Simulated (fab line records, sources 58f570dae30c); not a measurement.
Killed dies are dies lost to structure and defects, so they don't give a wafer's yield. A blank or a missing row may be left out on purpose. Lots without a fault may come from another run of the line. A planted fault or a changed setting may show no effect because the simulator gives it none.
fab line records | flow berkeley_cmos170
record lots=5 wafers=15 last_day=12
route steps=331 shown NWELL@33 PWELL@34 WELLDRIVE@55 ACTIVE@60
lots that met no fault: from a run of the same line without faults
start_h: hours from the record's first day to the start of the lot's first wafer shown | wait_h: hours since the lot's step before | " the same as in the row above | L1.1+2: a row that stands for several wafers | - no value, or no start given | * or withheld: withheld | < > ~ a bound
route shown NAME@n: a module of which the file shows steps, and the number in the route of the first | usual: mean/standard deviation of fault-free wafers | same: alike in all rows | chamber/n: place in a boat | sites: the reading at each site | _std_site: their standard deviation | _edge_site: outer sites' mean less inner sites' | radius_mm: how far each site lies from the wafer's centre | mask NAME#n: copy n | behind: the tool/chamber that last shaped the wafer | hold: why the lot was held/for how many hours/how that ended | device: the transistor (n, p or np) that didn't switch | end of line: the same wafers' tests at the end of the route | a step without rows: its recipe alone | killed: dies lost to structure and defects at the first sort, not the wafer's yield | map: a wafer's dies, x killed, . not, _ none there
set.NAME: the setting as run; set.NAME@STEP: as run at that earlier step | model.NAME: the simulator's own value behind a step, which no gauge read
lots at some steps of the route; a table a step, a row a wafer
services: from which hour (start_h, from the record's first day; less than 0 if before it) a tool's chamber was out of use, for how many hours, and why
## steps
# step UCB170_NWELL_WET_ETCH_19
# recipe chemistry=BOE dilution=5:1 target=SiO2 temp_c=25 time_s=22
# columns lot.wafer tool chamber start_h wait_h
L078.2+4+5 wet_bench-03 3 59.35 0.0
L079.1+3+6 wet_bench-03 0 75.25 0.5
L088.1+2+5 wet_bench-03 2 113.93 0.0
L091.3+5+6 wet_bench-02 3 126.92 0.4
L096.2+3+6 wet_bench-03 1 145.07 0.0
# step UCB170_PWELL_CLEAN_00
# recipe chemistry=SPM temp_c=120 time_s=600
# columns lot.wafer tool chamber start_h wait_h
L078.2+4+5 wet_bench-01 0 59.36 0.0
L079.1+3+6 wet_bench-03 0 75.44 0.2
L088.1+2+5 wet_bench-03 3 113.95 0.0
L091.3+5+6 wet_bench-01 3 127.00 0.1
L096.2+3+6 wet_bench-03 2 145.26 0.2
# step UCB170_PWELL_CLEAN_01
# recipe chemistry=dHF dilution=25:1 time_s=60
# columns lot.wafer tool chamber start_h wait_h
L078.2+4+5 wet_bench-03 2 59.53 0.0
L079.1+3+6 wet_bench-03 3 75.63 0.0
L088.1+2+5 wet_bench-02 0 114.14 0.0
L091.3+5+6 wet_bench-01 3 127.18 0.0
L096.2+3+6 wet_bench-01 1 145.43 0.0
# step UCB170_PWELL_OXIDATION_02
# recipe temp_c=1000 ambient=O2 target_thk_a=264 ox_time_s=1260
# usual ox_temp_c=1000.1/0.39 spike_tc_load_C=1026/3.3 zone_power_source_pct=34/4.3
# columns lot.wafer tool chamber start_h wait_h ox_temp_c spike_tc_load_C zone_power_source_pct
L078.2 furnace-01 0 60.30 0.7 999.4 1029 33
L078.4 " 0 " " 999.6 1028 33
L078.5 " 0 " " 999.8 1028 33
L079.1 furnace-01 0 78.01 2.4 1000.4 1028 32
L079.3 " 0 " " 1000.1 1029 33
L079.6 " 0 " " 1000.8 1027 33
L088.1 furnace-01 0 116.70 2.5 999.3 1028 33
L088.2 " 0 " " 999.8 1029 33
L088.5 " 0 " " 1000.0 1027 34
L091.3 furnace-02 0 135.43 8.2 999.6 1019 30
L091.5 " 0 " " 999.9 1018 30
L091.6 " 0 " " 999.7 1019 30
L096.2 furnace-01 0 148.81 3.4 999.4 1028 33
L096.3 " 0 " " 999.9 1027 33
L096.6 " 0 " " 999.7 1029 33
# step UCB170_PWELL_THK_MEAS_03
# recipe reads=SiO2_of_PWELL_OXIDATION_02
# usual PWELL_OXIDE_THK=26.5/0.58
# columns lot.wafer tool chamber start_h wait_h PWELL_OXIDE_THK[nm]
L078.2 film_metro-04 - 61.72 0.1 26.1
L078.4 " - " " 26.3
L078.5 " - " " 26.2
L079.1 film_metro-03 - 79.36 0.0 26.3
L079.3 " - " " 26.5
L079.6 " - " " 26.5
L088.1 film_metro-02 - 118.05 0.0 26.6
L088.2 " - " " 26.9
L088.5 " - " " 26.2
L091.3 film_metro-02 - 136.80 0.0 26.1
L091.5 " - " " 26.0
L091.6 " - " " 26.5
L096.2 film_metro-04 - 150.17 0.0 26.5
L096.3 " - " " 26.8
L096.6 " - " " 26.6
# step UCB170_PWELL_ANNEAL_04
# recipe temp_c=1000 time_s=900 ambient=N2
# usual spike_tc_load_C=1023/3.1 zone_power_source_pct=37/6.5
# columns lot.wafer tool chamber start_h wait_h spike_tc_load_C zone_power_source_pct
L078.2 furnace-04 0 68.37 6.6 1025 44
L078.4 " 0 " " 1025 43
L078.5 " 0 " " 1023 44
L079.1 furnace-04 0 82.87 3.5 1023 44
L079.3 " 0 " " 1024 44
L079.6 " 0 " " 1023 44
L088.1 furnace-02 0 120.90 2.8 1019 30
L088.2 " 0 " " 1019 30
L088.5 " 0 " " 1020 30
L091.3 furnace-02 0 141.78 5.0 1020 30
L091.5 " 0 " " 1020 30
L091.6 " 0 " " 1020 30
L096.2 furnace-04 0 153.50 3.3 1024 44
L096.3 " 0 " " 1024 44
L096.6 " 0 " " 1026 44
# step UCB170_PWELL_CVD_05
# recipe material=Si3N4 target_thk_nm=220 temp_c=800 precursor=SiH2Cl2/NH3 time_s=3300 pressure_mtorr=200 sih2cl2_flow_sccm=25 nh3_flow_sccm=75
# usual spike_tc_load_C=825/3.5 susceptor_temp_C=800.0/0.32 zone_power_source_pct=19.6/1.5
# columns lot.wafer tool chamber start_h wait_h spike_tc_load_C susceptor_temp_C zone_power_source_pct
L078.2 lpcvd-01 1 69.62 0.0 820 800.3 16.6
L078.4 " 1 " " 819 800.3 16.8
L078.5 " 1 " " 820 800.8 16.7
L079.1 lpcvd-02 0 84.12 0.0 822 800.1 20.0
L079.3 " 0 " " 822 800.0 20.4
L079.6 " 0 " " 823 799.8 20.0
L088.1 lpcvd-01 0 122.15 0.0 827 799.7 21.1
L088.2 " 0 " " 826 800.3 20.8
L088.5 " 0 " " 826 799.6 20.5
L091.3 lpcvd-01 0 143.03 0.0 825 800.2 20.7
L091.5 " 0 " " 826 800.0 21.0
L091.6 " 0 " " 825 799.8 20.6
L096.2 lpcvd-02 1 156.29 1.5 829 800.0 19.9
L096.3 " 1 " " 828 799.9 20.3
L096.6 " 1 " " 828 799.9 20.1
# step UCB170_PWELL_THK_MEAS_06
# recipe reads=Si3N4_of_PWELL_CVD_05
# usual PWELL_NITRIDE_THK=221.1/2.1
# columns lot.wafer tool chamber start_h wait_h PWELL_NITRIDE_THK[nm]
L078.2 film_metro-02 - 71.60 0.1 218.1
L078.4 " - " " 218.3
L078.5 " - " " 222.0
L079.1 film_metro-02 - 86.03 0.0 220.0
L079.3 " - " " 219.6
L079.6 " - " " 218.8
L088.1 film_metro-03 - 124.07 0.0 223.4
L088.2 " - " " 222.1
L088.5 " - " " 222.5
L091.3 film_metro-04 - 144.97 0.0 223.2
L091.5 " - " " 224.3
L091.6 " - " " 222.6
L096.2 film_metro-04 - 158.22 0.0 221.5
L096.3 " - " " 221.8
L096.6 " - " " 223.4
# step UCB170_PWELL_HMDS_07
# recipe prime_time_s=60 prime_temp_c=100
# columns lot.wafer tool chamber start_h wait_h
L078.2+4+5 litho_track-02 0 72.49 0.9
L079.1+3+6 litho_track-02 0 86.09 0.1
L088.1+2+5 litho_track-02 0 124.15 0.1
L091.3+5+6 litho_track-03 0 145.06 0.1
L096.2+3+6 litho_track-03 0 158.32 0.1
# step UCB170_PWELL_COAT_08
# recipe resist=KrF spin_rpm=1500 resist_thk_nm=900
# columns lot.wafer tool chamber start_h wait_h
L078.2+4+5 litho_track-02 0 72.64 0.1
L079.1+3+6 litho_track-02 0 86.24 0.1
L088.1+2+5 litho_track-02 0 124.30 0.1
L091.3+5+6 litho_track-03 0 145.21 0.1
L096.2+3+6 litho_track-03 0 158.47 0.1
# step UCB170_PWELL_SOFTBAKE_09
# recipe resist=KrF temp_c=130 time_s=60
# columns lot.wafer tool chamber start_h wait_h
L078.2+4+5 litho_track-02 0 72.79 0.1
L079.1+3+6 litho_track-02 0 86.39 0.1
L088.1+2+5 litho_track-02 0 124.45 0.1
L091.3+5+6 litho_track-03 0 145.36 0.1
L096.2+3+6 litho_track-03 0 158.62 0.1
# step UCB170_PWELL_EXPOSE_10
# recipe mask_id=PWELL target_cd_nm=3000 na=0.5 sigma_outer=0.6 source_shape=conventional dose_mj=19
# columns lot.wafer tool chamber start_h wait_h mask
L078.2+4+5 krf_scanner-02 0 73.25 0.4 PWELL#0
L079.1+3+6 krf_scanner-01 0 86.67 0.2 PWELL#0
L088.1+2+5 krf_scanner-02 0 124.60 0.1 PWELL#0
L091.3+5+6 krf_scanner-01 0 145.50 0.1 PWELL#0
L096.2+3+6 krf_scanner-01 0 158.77 0.1 PWELL#0
# step UCB170_PWELL_PEB_11
# recipe peb_temp_c=130 peb_time_s=withheld resist=KrF
# columns lot.wafer tool chamber start_h wait_h
L078.2+4+5 litho_track-02 0 74.11 0.8
L079.1+3+6 litho_track-04 0 86.78 0.1
L088.1+2+5 litho_track-04 0 124.91 0.3
L091.3+5+6 litho_track-03 0 146.23 0.7
L096.2+3+6 litho_track-03 0 159.22 0.4
# step UCB170_PWELL_DEVELOP_12
# recipe developer=TMAH develop_time_s=45 resist=KrF dev_temp_c=21
# same develop_time_s=45
# columns lot.wafer tool chamber start_h wait_h
L078.2+4+5 litho_track-02 0 - -
L079.1+3+6 litho_track-04 0 - -
L088.1+2+5 litho_track-04 0 - -
L091.3+5+6 litho_track-03 0 - -
L096.2+3+6 litho_track-03 0 - -
# step UCB170_PWELL_OVL_MEAS_13
# usual PWELL_OVL=-2/5.6
# columns lot.wafer tool chamber start_h wait_h PWELL_OVL[nm]
L078.2 overlay-02 - 74.37 - -6
L078.4 " - " " -7
L078.5 " - " " -12
L079.1 overlay-01 - 87.06 - -6
L079.3 " - " " -6
L079.6 " - " " -11
L088.1 overlay-01 - 125.19 - -7
L088.2 " - " " -10
L088.5 " - " " -10
L091.3 overlay-02 - 146.47 - -7
L091.5 " - " " -6
L091.6 " - " " -11
L096.2 overlay-02 - 159.48 - -2
L096.3 " - " " -13
L096.6 " - " " -3
# step UCB170_PWELL_ETCH_14
# recipe chemistry=CH3F/Ar/O2 target=Si3N4 stop_on=SiO2 CH3F_flow_sccm=20 Ar_flow_sccm=50 O2_flow_sccm=7 pressure_mtorr=50 rf_w=450 target_depth_a=2420 over_etch_frac=0.1 time_s=151
# usual CH3F_flow_sccm=20.00/0.059 drypump_motor_current_A=5.5/0.47 oes_product_au=0.943/0.013 throttle_valve_pct=8.07/0.11
# columns lot.wafer tool chamber start_h wait_h CH3F_flow_sccm drypump_motor_current_A oes_product_au rf_hours_counter_h throttle_valve_pct
L078.2 rie_diel-03 1 74.40 0.0 19.98 5.4 0.954 150 7.87
L078.4 " 0 " " 20.09 4.9 0.924 14 8.08
L078.5 " 3 " " 19.94 5.9 0.942 - 8.04
L079.1 rie_diel-04 2 87.09 0.0 20.08 5.8 0.946 156 8.21
L079.3 " 0 " " 19.98 4.9 0.950 - 8.08
L079.6 " 0 " " 20.01 5.0 0.949 - 8.08
L088.1 rie_diel-03 2 125.22 0.0 20.11 6.3 0.952 88 7.87
L088.2 " 1 " " 19.89 5.4 0.970 153 7.89
L088.5 " 3 " " 19.92 6.0 0.943 - 8.04
L091.3 rie_diel-01 3 146.49 0.0 19.98 5.1 0.925 54 8.18
L091.5 " 2 " " 19.98 4.8 0.949 - 8.14
L091.6 " 1 " " 20.06 5.7 0.946 - 8.19
L096.2 rie_diel-04 1 159.51 0.0 20.06 6.4 0.946 9 8.10
L096.3 " 0 " " 19.98 5.0 0.956 60 8.07
L096.6 " 3 " " 19.99 5.6 0.938 - 8.15
# step UCB170_PWELL_IMPLANT_15
# recipe species=B dose_cm2=4.948e+12 energy_kev=60 tilt_deg=7
# columns lot.wafer tool chamber start_h wait_h
L078.2+4+5 implanter-01 0 74.53 0.1
L079.1+3+6 implanter-04 0 87.25 0.1
L088.1+2+5 implanter-01 0 125.32 0.1
L091.3+5+6 implanter-04 0 146.65 0.1
L096.2+3+6 implanter-03 0 159.63 0.1
# step UCB170_PWELL_STRIP_16
# recipe chemistry=O2 power_w=400 pressure_mtorr=3500 platen_temp_c=withheld o2_flow_sccm=400 overash_fraction=0.5
# usual drypump_motor_current_A=5.7/0.39 o2_flow_sccm=400.1/1.2 oes_product_au=0.722/0.0045 strip_time_to_endpoint_s=18.09/0.11
# columns lot.wafer tool chamber start_h wait_h drypump_motor_current_A o2_flow_sccm oes_product_au rf_hours_counter_h strip_time_to_endpoint_s
L078.2 plasma_asher-02 0 74.65 0.1 5.3 399.8 0.714 31 18.10
L078.4 " 1 " " 6.1 399.8 0.719 - 17.98
L078.5 " 0 " " 5.2 400.1 0.716 - 18.19
L079.1 plasma_asher-02 0 87.40 0.1 5.2 398.7 0.723 32 18.20
L079.3 " 0 " " 5.2 401.0 0.721 - 18.11
L079.6 " 0 " " 5.2 400.1 0.729 - 18.20
L088.1 plasma_asher-03 0 125.47 0.1 5.7 399.1 0.715 41 18.11
L088.2 " 1 " " 5.1 401.0 0.726 41 18.06
L088.5 " 1 " " 5.2 402.6 0.728 - 18.31
L091.3 plasma_asher-03 1 146.78 0.1 5.2 401.5 0.722 - 18.05
L091.5 " 0 " " 5.7 399.0 0.720 - 18.06
L091.6 " 1 " " 5.2 400.3 0.724 - 18.14
L096.2 plasma_asher-03 1 159.76 0.1 5.2 399.9 0.720 46 17.98
L096.3 " 0 " " 5.7 401.1 0.730 - 18.16
L096.6 " 0 " " 5.7 401.3 0.727 - 18.11
# step UCB170_PWELL_TW_MEAS_17
# usual PWELL_TW=378.1/1.8
# columns lot.wafer tool chamber start_h wait_h PWELL_TW
L078.2 film_metro-02 - 74.76 0.1 377.4
L078.4 " - " " 376.4
L078.5 " - " " 377.4
L079.1 film_metro-03 - 87.50 0.1 377.4
L079.3 " - " " 377.4
L079.6 " - " " 380.3
L088.1 film_metro-03 - 125.57 0.1 378.2
L088.2 " - " " 380.7
L088.5 " - " " 376.8
L091.3 film_metro-04 - 146.87 0.1 379.6
L091.5 " - " " 379.5
L091.6 " - " " 378.6
L096.2 film_metro-02 - 159.87 0.1 376.4
L096.3 " - " " 378.7
L096.6 " - " " 376.0
# step UCB170_PWELL_CLEAN_18
# recipe chemistry=SPM temp_c=120 time_s=600
# columns lot.wafer tool chamber start_h wait_h
L078.2+4+5 wet_bench-03 0 75.08 0.3
L079.1+3+6 wet_bench-03 3 87.56 0.1
L088.1+2+5 wet_bench-01 1 126.64 1.1
L091.3+5+6 wet_bench-03 0 146.91 0.0
L096.2+3+6 wet_bench-02 3 159.92 0.0
# step UCB170_PWELL_WET_ETCH_19
# recipe chemistry=H3PO4 target=Si3N4 temp_c=160 time_s=14400
# columns lot.wafer tool chamber start_h wait_h
L078.2+4+5 wet_bench-01 1 75.33 0.1
L079.1+3+6 wet_bench-01 3 87.73 0.0
L088.1+2+5 wet_bench-02 3 126.94 0.1
L091.3+5+6 wet_bench-03 0 147.08 0.0
L096.2+3+6 wet_bench-01 0 160.09 0.0
# step UCB170_PWELL_WET_ETCH_20
# recipe chemistry=BOE dilution=5:1 target=SiO2 temp_c=25 time_s=22
# columns lot.wafer tool chamber start_h wait_h
L078.2+4+5 wet_bench-01 0 79.88 0.2
L079.1+3+6 wet_bench-01 0 91.91 0.2
L088.1+2+5 wet_bench-02 2 130.95 0.0
L091.3+5+6 wet_bench-03 1 151.26 0.2
L096.2+3+6 wet_bench-03 1 164.55 0.4
# step UCB170_WELLDRIVE_CLEAN_00
# recipe chemistry=SPM temp_c=120 time_s=600
# columns lot.wafer tool chamber start_h wait_h
L078.2+4+5 wet_bench-01 2 79.92 0.0
L079.1+3+6 wet_bench-02 0 91.96 0.0
L088.1+2+5 wet_bench-02 3 130.96 0.0
L091.3+5+6 wet_bench-01 2 151.40 0.1
L096.2+3+6 wet_bench-03 3 164.57 0.0
# step UCB170_WELLDRIVE_OXIDATION_01
# recipe temp_c=1100 ambient=O2 target_thk_a=1990 ox_time_s=9000
# usual ox_temp_c=1100.0/0.43 spike_tc_load_C=1124/4.1 zone_power_source_pct=39.6/1.8
# columns lot.wafer tool chamber start_h wait_h ox_temp_c spike_tc_load_C zone_power_source_pct
L078.2 furnace-01 0 83.88 3.8 1100.7 1126 41.7
L078.4 " 0 " " 1100.3 1128 41.7
L078.5 " 0 " " 1100.2 1128 41.8
L079.1 furnace-02 0 96.38 4.2 1100.4 1120 38.3
L079.3 " 0 " " 1100.6 1121 38.1
L079.6 " 0 " " 1099.9 1121 38.9
L088.1 furnace-02 0 136.78 5.6 1100.5 1119 38.2
L088.2 " 0 " " 1100.1 1121 38.0
L088.5 " 0 " " 1100.3 1119 38.3
L091.3 furnace-01 0 155.66 4.1 1100.2 1128 42.5
L091.5 " 0 " " 1100.2 1128 41.8
L091.6 " 0 " " 1099.7 1128 42.6
L096.2 furnace-02 0 168.10 3.4 1100.4 1121 38.2
L096.3 " 0 " " 1099.2 1121 37.8
L096.6 " 0 " " 1100.2 1120 38.7
# step UCB170_WELLDRIVE_THK_MEAS_02
# recipe reads=SiO2_of_WELLDRIVE_OXIDATION_01
# usual WELLDRIVE_OXIDE_THK=199/3.1
# columns lot.wafer tool chamber start_h wait_h WELLDRIVE_OXIDE_THK[nm]
L078.2 film_metro-02 - 87.39 0.0 199
L078.4 " - " " 196
L078.5 " - " " 197
L079.1 film_metro-04 - 99.88 0.0 197
L079.3 " - " " 193
L079.6 " - " " 198
L088.1 film_metro-04 - 140.28 0.0 194
L088.2 " - " " 193
L088.5 " - " " 199
L091.3 film_metro-04 - 159.18 0.0 208
L091.5 " - " " 204
L091.6 " - " " 205
L096.2 film_metro-04 - 171.61 0.0 197
L096.3 " - " " 198
L096.6 " - " " 195
# step UCB170_WELLDRIVE_ANNEAL_03
# recipe temp_c=1100 time_s=900 ambient=N2
# usual spike_tc_load_C=1126/3.2 zone_power_source_pct=47/7.6
# columns lot.wafer tool chamber start_h wait_h spike_tc_load_C zone_power_source_pct
L078.2 furnace-01 0 92.65 5.2 1129 42
L078.4 " 0 " " 1130 43
L078.5 " 0 " " 1130 42
L079.1 furnace-04 0 105.83 5.9 1126 56
L079.3 " 0 " " 1125 56
L079.6 " 0 " " 1126 55
L088.1 furnace-01 0 143.14 2.8 1129 42
L088.2 " 0 " " 1128 42
L088.5 " 0 " " 1129 42
L091.3 furnace-02 0 161.43 2.2 1121 38
L091.5 " 0 " " 1120 39
L091.6 " 0 " " 1121 38
L096.2 furnace-01 0 174.38 2.8 1128 42
L096.3 " 0 " " 1129 42
L096.6 " 0 " " 1130 41
# step UCB170_WELLDRIVE_WET_ETCH_04
# recipe chemistry=BOE dilution=5:1 target=SiO2 temp_c=25 time_s=120
# columns lot.wafer tool chamber start_h wait_h
L078.2+4+5 wet_bench-02 0 93.90 0.0
L079.1+3+6 wet_bench-01 2 107.08 0.0
L088.1+2+5 wet_bench-03 2 145.02 0.6
L091.3+5+6 wet_bench-01 0 164.10 1.4
L096.2+3+6 wet_bench-01 1 175.63 0.0
# step UCB170_ACTIVE_CLEAN_00
# recipe chemistry=SPM temp_c=120 time_s=600
# columns lot.wafer tool chamber start_h wait_h
L078.2+4+5 wet_bench-03 2 93.94 0.0
L079.1+3+6 wet_bench-03 2 107.13 0.0
L088.1+2+5 wet_bench-01 0 145.15 0.1
L091.3+5+6 wet_bench-01 1 164.38 0.2
L096.2+3+6 wet_bench-01 0 175.67 0.0
# step UCB170_ACTIVE_CLEAN_01
# recipe chemistry=dHF dilution=25:1 time_s=60
# columns lot.wafer tool chamber start_h wait_h
L078.2+4+5 wet_bench-02 1 94.11 0.0
L079.1+3+6 wet_bench-01 3 107.30 0.0
L088.1+2+5 wet_bench-01 0 145.35 0.0
L091.3+5+6 wet_bench-01 3 164.56 0.0
L096.2+3+6 wet_bench-03 2 175.84 0.0
# step UCB170_ACTIVE_OXIDATION_02
# recipe temp_c=1000 ambient=O2 target_thk_a=264 ox_time_s=1260
# usual ox_temp_c=1000.2/0.41 spike_tc_load_C=1023.5/2.6 zone_power_source_pct=40/6.1
# columns lot.wafer tool chamber start_h wait_h ox_temp_c spike_tc_load_C zone_power_source_pct
L078.2 furnace-04 0 98.63 4.5 1000.4 1023.6 44
L078.4 " 0 " " 1000.3 1025.8 43
L078.5 " 0 " " 1000.7 1025.2 44
L079.1 furnace-01 0 112.18 4.8 999.8 1026.8 33
L079.3 " 0 " " 1000.2 1026.1 34
L079.6 " 0 " " 999.8 1026.5 33
L088.1 furnace-02 0 148.30 2.9 999.7 1018.2 30
L088.2 " 0 " " 999.9 1020.2 30
L088.5 " 0 " " 1000.2 1018.9 30
L091.3 furnace-04 0 167.43 2.9 1000.1 1025.5 44
L091.5 " 0 " " 1000.2 1025.0 45
L091.6 " 0 " " 1001.0 1026.0 44
L096.2 furnace-04 0 182.87 7.0 1000.4 1024.5 43
L096.3 " 0 " " 1000.2 1023.9 44
L096.6 " 0 " " 1000.3 1022.6 43
# step UCB170_ACTIVE_THK_MEAS_03
# recipe reads=SiO2_of_ACTIVE_OXIDATION_02
# usual ACTIVE_OXIDE_THK=26.5/0.55
# columns lot.wafer tool chamber start_h wait_h ACTIVE_OXIDE_THK[nm]
L078.2 film_metro-01 - 100.05 0.1 27.1
L078.4 " - " " 27.1
L078.5 " - " " 27.3
L079.1 film_metro-02 - 113.53 0.0 26.9
L079.3 " - " " 26.8
L079.6 " - " " 27.2
L088.1 film_metro-03 - 149.65 0.0 26.2
L088.2 " - " " 26.0
L088.5 " - " " 26.1
L091.3 film_metro-03 - 168.80 0.0 26.8
L091.5 " - " " 26.4
L091.6 " - " " 26.6
L096.2 film_metro-03 - 184.23 0.0 26.8
L096.3 " - " " 27.0
L096.6 " - " " 26.9
# step UCB170_ACTIVE_ANNEAL_04
# recipe temp_c=1000 time_s=900 ambient=N2
# usual spike_tc_load_C=1024/3.6 zone_power_source_pct=35/5.6
# columns lot.wafer tool chamber start_h wait_h spike_tc_load_C zone_power_source_pct
L078.2 furnace-02 0 106.47 6.4 1020 30
L078.4 " 0 " " 1019 30
L078.5 " 0 " " 1018 30
L079.1 furnace-02 0 115.72 2.2 1020 30
L079.3 " 0 " " 1020 30
L079.6 " 0 " " 1018 30
L088.1 furnace-01 0 152.91 3.2 1027 34
L088.2 " 0 " " 1029 33
L088.5 " 0 " " 1028 33
L091.3 furnace-04 0 171.62 2.8 1027 44
L091.5 " 0 " " 1026 44
L091.6 " 0 " " 1024 44
L096.2 furnace-01 0 189.94 5.7 1028 33
L096.3 " 0 " " 1026 33
L096.6 " 0 " " 1029 33
# step UCB170_ACTIVE_CVD_05
# recipe material=Si3N4 target_thk_nm=220 temp_c=800 precursor=SiH2Cl2/NH3 time_s=3300 pressure_mtorr=200 sih2cl2_flow_sccm=25 nh3_flow_sccm=75
# usual spike_tc_load_C=823/3.4 susceptor_temp_C=800.0/0.33 zone_power_source_pct=18.9/1.8
# columns lot.wafer tool chamber start_h wait_h spike_tc_load_C susceptor_temp_C zone_power_source_pct
L078.2 lpcvd-01 1 108.40 0.7 821 799.6 16.8
L078.4 " 1 " " 822 799.9 17.0
L078.5 " 1 " " 822 800.2 16.7
L079.1 lpcvd-01 0 116.97 0.0 825 800.0 20.6
L079.3 " 0 " " 825 800.4 20.7
L079.6 " 0 " " 827 799.9 20.6
L088.1 lpcvd-01 1 155.12 1.0 820 800.0 16.4
L088.2 " 1 " " 820 800.1 17.1
L088.5 " 1 " " 818 799.8 16.7
L091.3 lpcvd-01 0 172.87 0.0 825 800.0 20.7
L091.5 " 0 " " 825 800.1 20.6
L091.6 " 0 " " 827 799.6 21.1
L096.2 lpcvd-01 1 191.19 0.0 819 800.7 16.8
L096.3 " 1 " " 819 800.0 16.8
L096.6 " 1 " " 819 800.3 16.8
# step UCB170_ACTIVE_THK_MEAS_06
# recipe reads=Si3N4_of_ACTIVE_CVD_05
# usual ACTIVE_NITRIDE_THK=220.7/1.7
# columns lot.wafer tool chamber start_h wait_h ACTIVE_NITRIDE_THK[nm]
L078.2 film_metro-03 - 110.33 0.0 221.1
L078.4 " - " " 221.2
L078.5 " - " " 221.6
L079.1 film_metro-01 - 118.88 0.0 221.8
L079.3 " - " " 223.1
L079.6 " - " " 224.3
L088.1 film_metro-03 - 157.04 0.0 220.9
L088.2 " - " " 223.2
L088.5 " - " " 222.2
L091.3 film_metro-03 - 175.76 0.0 219.0
L091.5 " - " " 219.8
L091.6 " - " " 219.4
L096.2 film_metro-03 - 193.11 0.0 221.0
L096.3 " - " " 219.9
L096.6 " - " " 219.9
# step UCB170_ACTIVE_HMDS_07
# recipe prime_time_s=60 prime_temp_c=100
# columns lot.wafer tool chamber start_h wait_h
L078.2+4+5 litho_track-02 0 110.40 0.1
L079.1+3+6 litho_track-02 0 119.43 0.5
L088.1+2+5 litho_track-01 0 157.43 0.4
L091.3+5+6 litho_track-02 0 176.43 0.7
L096.2+3+6 litho_track-02 0 193.44 0.3
# step UCB170_ACTIVE_COAT_08
# recipe resist=KrF spin_rpm=1500 resist_thk_nm=900
# columns lot.wafer tool chamber start_h wait_h
L078.2+4+5 litho_track-02 0 110.55 0.1
L079.1+3+6 litho_track-02 0 119.58 0.1
L088.1+2+5 litho_track-01 0 157.58 0.1
L091.3+5+6 litho_track-02 0 176.58 0.1
L096.2+3+6 litho_track-02 0 193.59 0.1
# step UCB170_ACTIVE_SOFTBAKE_09
# recipe resist=KrF temp_c=130 time_s=60
# columns lot.wafer tool chamber start_h wait_h
L078.2+4+5 litho_track-02 0 110.70 0.1
L079.1+3+6 litho_track-02 0 119.73 0.1
L088.1+2+5 litho_track-01 0 157.73 0.1
L091.3+5+6 litho_track-02 0 176.73 0.1
L096.2+3+6 litho_track-02 0 193.74 0.1
# step UCB170_ACTIVE_EXPOSE_10
# recipe mask_id=ACTIVE target_cd_nm=1200 na=0.5 sigma_outer=0.6 source_shape=conventional dose_mj=20
# columns lot.wafer tool chamber start_h wait_h mask
L078.2+4+5 krf_scanner-02 0 110.97 0.2 ACTIVE#0
L079.1+3+6 krf_scanner-01 0 120.00 0.2 ACTIVE#0
L088.1+2+5 krf_scanner-01 0 157.93 0.2 ACTIVE#0
L091.3+5+6 krf_scanner-02 0 177.20 0.5 ACTIVE#0
L096.2+3+6 krf_scanner-02 0 193.89 0.1 ACTIVE#0
# step UCB170_ACTIVE_PEB_11
# recipe peb_temp_c=130 peb_time_s=withheld resist=KrF
# usual plate_sensor_t_centre_C=131.41/0.01 plate_sensor_t_edge_C=131.53/0.01
# columns lot.wafer tool chamber start_h wait_h plate_sensor_t_centre_C plate_sensor_t_edge_C
L078.2 litho_track-02 0 111.30 0.3 131.41 131.53
L078.4 " 0 " " 131.39 131.53
L078.5 " 0 " " 131.41 131.52
L079.1 litho_track-02 0 120.15 0.1 131.42 131.53
L079.3 " 0 " " 131.41 131.53
L079.6 " 0 " " 131.43 131.54
L088.1 litho_track-04 0 158.19 0.2 131.41 131.53
L088.2 " 0 " " 131.42 131.53
L088.5 " 0 " " 131.41 131.54
L091.3 litho_track-02 0 177.43 0.2 131.42 131.54
L091.5 " 0 " " 131.39 131.52
L091.6 " 0 " " 131.41 131.54
L096.2 litho_track-04 0 194.38 0.5 131.4 131.53
L096.3 " 0 " " 131.4 131.54
L096.6 " 0 " " 131.4 131.54
# step UCB170_ACTIVE_DEVELOP_12
# recipe developer=TMAH develop_time_s=45 resist=KrF dev_temp_c=21
# same develop_time_s=45
# columns lot.wafer tool chamber start_h wait_h
L078.2+4+5 litho_track-02 0 - -
L079.1+3+6 litho_track-02 0 - -
L088.1+2+5 litho_track-04 0 - -
L091.3+5+6 litho_track-02 0 - -
L096.2+3+6 litho_track-04 0 - -
# step UCB170_ACTIVE_CD_MEAS_13
# recipe target_cd_nm=1200
# usual cd_nm=1200.2/1.5
# columns lot.wafer tool chamber start_h wait_h cd_nm
L078.2 cd_sem-02 - 111.57 - 1199.9
L078.4 " - " " 1199.8
L078.5 " - " " 1200.4
L079.1 cd_sem-02 - 120.46 - 1199.7
L079.3 " - " " 1200.9
L079.6 " - " " 1199.1
L088.1 cd_sem-02 - 158.47 - 1199.2
L088.2 " - " " 1199.4
L088.5 " - " " 1199.2
L091.3 cd_sem-01 - 177.69 - 1201.9
L091.5 " - " " 1204.2
L091.6 " - " " 1202.6
L096.2 cd_sem-01 - 194.65 - 1198.3
L096.3 " - " " 1198.2
L096.6 " - " " 1198.8
# step UCB170_ACTIVE_OVL_MEAS_14
# usual ACTIVE_OVL=1/5.8
# columns lot.wafer tool chamber start_h wait_h ACTIVE_OVL[nm]
L078.2 overlay-02 - 111.68 0.1 10
L078.4 " - " " 10
L078.5 " - " " 10
L079.1 overlay-01 - 120.58 0.1 5
L079.3 " - " " 2
L079.6 " - " " -4
L088.1 overlay-01 - 158.59 0.1 1
L088.2 " - " " 4
L088.5 " - " " 0
L091.3 overlay-02 - 177.78 0.1 -8
L091.5 " - " " -7
L091.6 " - " " -8
L096.2 overlay-02 - 194.76 0.1 3
L096.3 " - " " 3
L096.6 " - " " 5
## services
# columns tool chamber start_h hours kind
furnace-04 - 51.55 3.6 pm
rie_diel-03 2 55.68 8.1 repair
krf_scanner-01 - 57.54 0.8 pm
rie_diel-03 1 58.51 9.6 repair
wet_bench-01 - 67.26 1.9 pm
krf_scanner-02 - 76.92 1.0 pm
krf_scanner-01 - 85.73 0.8 pm
rie_diel-04 3 87.03 3.8 repair
rie_diel-04 2 93.12 6.0 repair
implanter-01 - 94.35 3.0 repair
implanter-04 - 97.77 4.3 repair
krf_scanner-02 - 101.18 0.8 pm
plasma_asher-03 - 101.26 1.5 repair
furnace-02 - 101.38 3.8 pm
plasma_asher-02 - 105.68 4.4 repair
furnace-04 - 125.43 7.6 pm
furnace-04 - 143.77 9.7 pm
krf_scanner-02 - 153.91 13.2 repair
krf_scanner-01 - 167.17 3.6 pm
wet_bench-03 - 167.79 1.6 repair
krf_scanner-02 - 170.75 1.3 pm
krf_scanner-01 - 172.05 1.0 pm
krf_scanner-01 - 173.05 1.3 pm
furnace-01 - 175.63 11.7 pm
## key
fault none
